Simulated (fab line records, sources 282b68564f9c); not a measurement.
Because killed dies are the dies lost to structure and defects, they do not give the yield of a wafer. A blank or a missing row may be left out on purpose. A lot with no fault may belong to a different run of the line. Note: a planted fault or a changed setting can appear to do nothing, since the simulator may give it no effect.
Split-lot experiment | flow rit_cmos | 23 wafers read across 5 lots, on a route 202 steps long

## THE SPLIT ITSELF
At RIT_REOX_OXIDATION_03 (target thk 25.2 nm, ox time 5580 s), the setting ox_time_s was moved away from the recipe's 5580 s on 15 of the 23 wafers read, by -11.1% to +11.5%. All remaining wafers had this setting at the recipe value.

There is no step in the file separating the split from the reading.

## THE READING
REOX_OXIDE_THK at RIT_REOX_THK_MEAS_04, in nm. On this fab line, fault-free wafers typically give 25.2 nm with a standard deviation of 0.5 nm.

wafer  | tool, chamber at the split | ox_time_s as run, s | against the recipe | REOX_OXIDE_THK, nm | against lot-mates on the recipe
L074.1 | -, -                       | 5362                | -3.9%              | 24.3               | no lot-mate on the recipe
L074.2 | -, -                       | 5362                | -3.9%              | 23.7               | no lot-mate on the recipe
L074.4 | -, -                       | 5362                | -3.9%              | 23.9               | no lot-mate on the recipe
L074.5 | -, -                       | 5362                | -3.9%              | 24.3               | no lot-mate on the recipe
L074.6 | -, -                       | 5362                | -3.9%              | 24.0               | no lot-mate on the recipe
L075.1 | -, -                       | 4963                | -11.1%             | 23.3               | no lot-mate on the recipe
L075.2 | -, -                       | 4963                | -11.1%             | 23.1               | no lot-mate on the recipe
L075.3 | -, -                       | 4963                | -11.1%             | 22.9               | no lot-mate on the recipe
L075.4 | -, -                       | 4963                | -11.1%             | 23.6               | no lot-mate on the recipe
L075.6 | -, -                       | 4963                | -11.1%             | 23.4               | no lot-mate on the recipe
L080.4 | furnace-03, 0              | 5580                | recipe             | 24.7               | -
L080.5 | furnace-03, 0              | 5580                | recipe             | 24.8               | -
L080.6 | furnace-03, 0              | 5580                | recipe             | 24.5               | -
L081.1 | -, -                       | 5580                | recipe             | 25.6               | -
L081.2 | -, -                       | 5580                | recipe             | 25.5               | -
L081.3 | -, -                       | 5580                | recipe             | 25.6               | -
L081.4 | -, -                       | 5580                | recipe             | 25.1               | -
L081.5 | -, -                       | 5580                | recipe             | 25.4               | -
L085.1 | -, -                       | 6223                | +11.5%             | 27.6               | no lot-mate on the recipe
L085.2 | -, -                       | 6223                | +11.5%             | 27.3               | no lot-mate on the recipe
L085.3 | -, -                       | 6223                | +11.5%             | 27.0               | no lot-mate on the recipe
L085.5 | -, -                       | 6223                | +11.5%             | 27.5               | no lot-mate on the recipe
L085.6 | -, -                       | 6223                | +11.5%             | 27.4               | no lot-mate on the recipe

THE FIT
A straight line over all 23 wafers: REOX_OXIDE_THK changes by +0.187 nm for each +1% of ox_time_s; r = +0.97; the points scatter about the line by 0.38 nm.
Too few moved wafers have a lot-mate on the recipe to fit a line with each lot's own level taken away.

## THE WHOLE CHAIN: every reading that the file lists as answering this split, in the file's order
step                  | what it does                       | reading                                                                           | change (the file's fit)               | r (the file's)
RIT_REOX_OXIDATION_03 | target thk 25.2 nm, ox time 5580 s | SiO2_of_REOX_OXIDATION_03.thk_nm (the simulator's own value, which no gauge read) | +0.186 nm for each +1% of the setting | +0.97
RIT_REOX_THK_MEAS_04  |                                    | REOX_OXIDE_THK                                                                    | +0.187 for each +1% of the setting    | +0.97

## FILE'S OWN FIT
REOX_OXIDE_THK changes by +0.187 nm for each +1% of ox_time_s, r = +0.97.
